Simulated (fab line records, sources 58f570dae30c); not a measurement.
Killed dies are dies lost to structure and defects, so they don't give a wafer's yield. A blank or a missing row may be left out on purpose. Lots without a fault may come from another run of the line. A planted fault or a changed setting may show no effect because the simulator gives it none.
Problem report in the 8D (eight disciplines) form, filled by code | flow berkeley_cmos170 | the parts of the form that need people (team, actions taken, sign-off) are left out

1. THE PROBLEM
CONTACT_PSG_THK at UCB170_CONTACT_THK_MEAS_02 reads a mean of 861 nm on 9 wafers of 3 lots; wafers without a fault read 699 nm with a standard deviation of 5.8. That is +28 standard deviations from the usual mean.
First seen on wafer L511.1, day 11 01:25, on film_metro-02. The record holds 45 wafers of 15 lots with a number at this step. Rule for "out", or "out of limits": more than 4 standard deviations from the usual mean. The other wafers with a number count as sound.

2. WHAT IT IS AND WHAT IT IS NOT
question                    | is                                          | is not
which readings at this step | CONTACT_PSG_THK                             | -
which lots                  | L511, L512, L513                            | L492, L494, L495, L496, L498, L499, L502, L506, L507, L508, L509, L515
which wafers of those lots  | all that have a number                      | -
read on which gauges        | film_metro-01, film_metro-02, film_metro-03 | -
when                        | from day 11 01:25                           | up to then (33 sound wafers); but 3 sound wafers of L515 came after

3. SUSPECTS, AND WHAT RULES EACH OUT
Counting: a tool at a process step up to the reading stays a suspect if it ran every lot that is out and no sound lot after the first of them.
- the gauge at UCB170_CONTACT_THK_MEAS_02: ruled out. The wafers that are out were read on 3 gauges (film_metro-01, film_metro-02, film_metro-03).
- lpcvd-01 at UCB170_CONTACT_CVD_01 (deposits PSG from SiH4/O2/PH3, target thk 700 nm, time 2820 s): kept. It ran every lot that is out, first L511 (day 10 23:38), and no sound lot after that; its last sound lot up to then is L506 (day 10 03:35). Its own readings are out on those wafers: pressure_mtorr.
Left after counting: lpcvd-01 at UCB170_CONTACT_CVD_01.

4. THE CAUSE (what the simulator had put in)
Process parameter drift: lpcvd-01, from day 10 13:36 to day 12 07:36, at UCB170_CONTACT_CVD_01. Setting pressure_mtorr, moved by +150, from 300. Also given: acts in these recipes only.
Counting left only this tool.

5. THE CHAIN OF EFFECTS, in route order
Each row: a reading whose mean over the struck wafers that have a number lies more than 3 standard deviations from the usual. Only readings for which the record gives a usual standard deviation are gone through. hours: the time from each lot's start at the first step in this table that gives one to its start at this step, as a median over the lots. sigmas: the change in usual standard deviations.
hours | step                       | reading         | usual       | on struck wafers | change | sigmas
0     | UCB170_CONTACT_CVD_01      | pressure_mtorr  | 299.8 mTorr | 450.3            | +150.5 | +99 or more
2     | UCB170_CONTACT_THK_MEAS_02 | CONTACT_PSG_THK | 699 nm      | 861              | +162   | +28
-     | UCB170_CONTACT_ETCH_18     | oes_product_au  | 0.897 a.u.  | 0.995            | +0.098 | +8.2
The process steps in it:
- UCB170_CONTACT_CVD_01: deposits PSG from SiH4/O2/PH3, target thk 700 nm, time 2820 s.
- UCB170_CONTACT_ETCH_18: etches PSG in CHF3/CF4/Ar, stops on TiSi2, target depth 840 nm, time 195 s.

6. WHAT WOULD HAVE CAUGHT IT SOONER
In this record the first reading out of limits at a measuring or inspecting step was taken at day 11 01:25, 12 hours after the fault began at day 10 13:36.
The tool's own readings at UCB170_CONTACT_CVD_01 were out on every struck wafer that the step has a row for (pressure_mtorr): an alarm limit on them would have fired on the first of those.
All the lots that are out (3) had begun UCB170_CONTACT_CVD_01 on lpcvd-01 by day 11 01:25. A hold on the tool at that time would have spared none of them.
